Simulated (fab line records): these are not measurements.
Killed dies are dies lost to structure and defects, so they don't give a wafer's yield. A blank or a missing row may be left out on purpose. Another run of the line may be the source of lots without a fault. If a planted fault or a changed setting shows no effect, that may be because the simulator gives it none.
Split-lot trial    flow rit_cmos    route with 202 steps; 5 lots, 23 wafers read

== ON THE SPLIT ==
At RIT_PRETRO_HARDBAKE_07 (time 120 s), the setting temp_c was moved away from the recipe's 140 C on 10 of the 23 wafers read, by -2.5% to -1.4%. This setting was run at the recipe's value on the other wafers.

The reading comes from the split's own step.

== THE READING ==
NOVOLAK_of_PRETRO_COAT_01.thk_nm (the simulator's own value, which no gauge read), in nm, at RIT_PRETRO_HARDBAKE_07 (time 120 s). The file gives no usual value for it. The 13 wafers here that ran the recipe average 1135 nm, standard deviation 3.1 nm.

wafer   tool, chamber at the split  temp_c as run, C  against the recipe  NOVOLAK_of_PRETRO_COAT_01.thk_nm, nm  against lot-mates on the recipe
L075.1  litho_track-01, 0           140               recipe              1130                                  -
L075.6  litho_track-01, 0           140               recipe              1130                                  -
L075.2  litho_track-01, 0           136.5             -2.5%               1141                                  +11
L075.3  litho_track-01, 0           136.5             -2.5%               1140                                  +10
L075.5  litho_track-01, 0           140               recipe              1129                                  -
L076.1  litho_track-04, 0           136.5             -2.5%               1142                                  +4
L076.3  litho_track-04, 0           136.5             -2.5%               1144                                  +6
L076.4  litho_track-04, 0           140               recipe              1138                                  -
L076.5  litho_track-04, 0           140               recipe              1137                                  -
L076.6  litho_track-04, 0           136.5             -2.5%               1145                                  +8
L078.1  litho_track-01, 0           140               recipe              1136                                  -
L078.6  litho_track-01, 0           140               recipe              1136                                  -
L078.2  litho_track-01, 0           140               recipe              1135                                  -
L078.3  litho_track-01, 0           138               -1.4%               1141                                  +5
L078.5  litho_track-01, 0           138               -1.4%               1141                                  +5
L079.1  litho_track-01, 0           140               recipe              1137                                  -
L079.4  litho_track-01, 0           140               recipe              1134                                  -
L079.5  litho_track-01, 0           140               recipe              1139                                  -
L084.1  litho_track-04, 0           137.8             -1.6%               1137                                  +1
L084.2  litho_track-04, 0           140               recipe              1135                                  -
L084.3  litho_track-04, 0           137.8             -1.6%               1139                                  +3
L084.4  litho_track-04, 0           140               recipe              1137                                  -
L084.6  litho_track-04, 0           137.8             -1.6%               1138                                  +2

THE FIT
A straight line over all 23 wafers: NOVOLAK_of_PRETRO_COAT_01.thk_nm changes by -2.97 nm for each +1% of temp_c; r = -0.76; the points scatter about the line by 2.8 nm.
The same after taking each lot's own level away (the mean of its wafers on the recipe; 23 wafers): -2.99 nm for each +1%; r = -0.87; scatter 1.9 nm.
According to that fit, moving temp_c by its largest amount changes the reading by 7.5 nm.
Across the lots, their own levels run from 1129.7 to 1137.5 nm, a range of 2.5 times the standard deviation given above.
So the lot-to-lot level blurs the effect unless lot-mates are compared.
Check: +6.64 nm against its lot-mates is what the line predicts for one of the wafers moved furthest among these (-2.5%) when that wafer is left out of the fit. It came out at +11.3 nm against them.

== THESE WAFERS: OTHER SPLITS ==
Note: prior to the reading, these wafers also went through further splits. Each is held against what the fit with the lots' levels taken away leaves over:
other split on the same wafers     wafers away from the commonest value  r with NOVOLAK_of_PRETRO_COAT_01.thk_nm (lot level and that fit taken away)
RIT_ACTIVE_OXIDATION_01 ox_time_s  18                                    +0.09
RIT_ACTIVE_COAT_06 resist_thk_nm   9                                     +0.24
RIT_FOX2_OXIDATION_00 temp_c       10                                    +0.22
RIT_FOX2_WET_ETCH_03 time_s        10                                    +0.37
RIT_NWELL_IMPLANT_08 energy_kev    8                                     +0.34
RIT_PWELL_COAT_01 spin_rpm         9                                     +0.19
RIT_PWELL_IMPLANT_08 dose_cm2      7                                     +0.14
RIT_NRETRO_COAT_01 resist_thk_nm   11                                    -0.06

== THE FILE'S OWN FIT ==
NOVOLAK_of_PRETRO_COAT_01.thk_nm changes by -3.25 nm for each +1% of temp_c, r = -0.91.
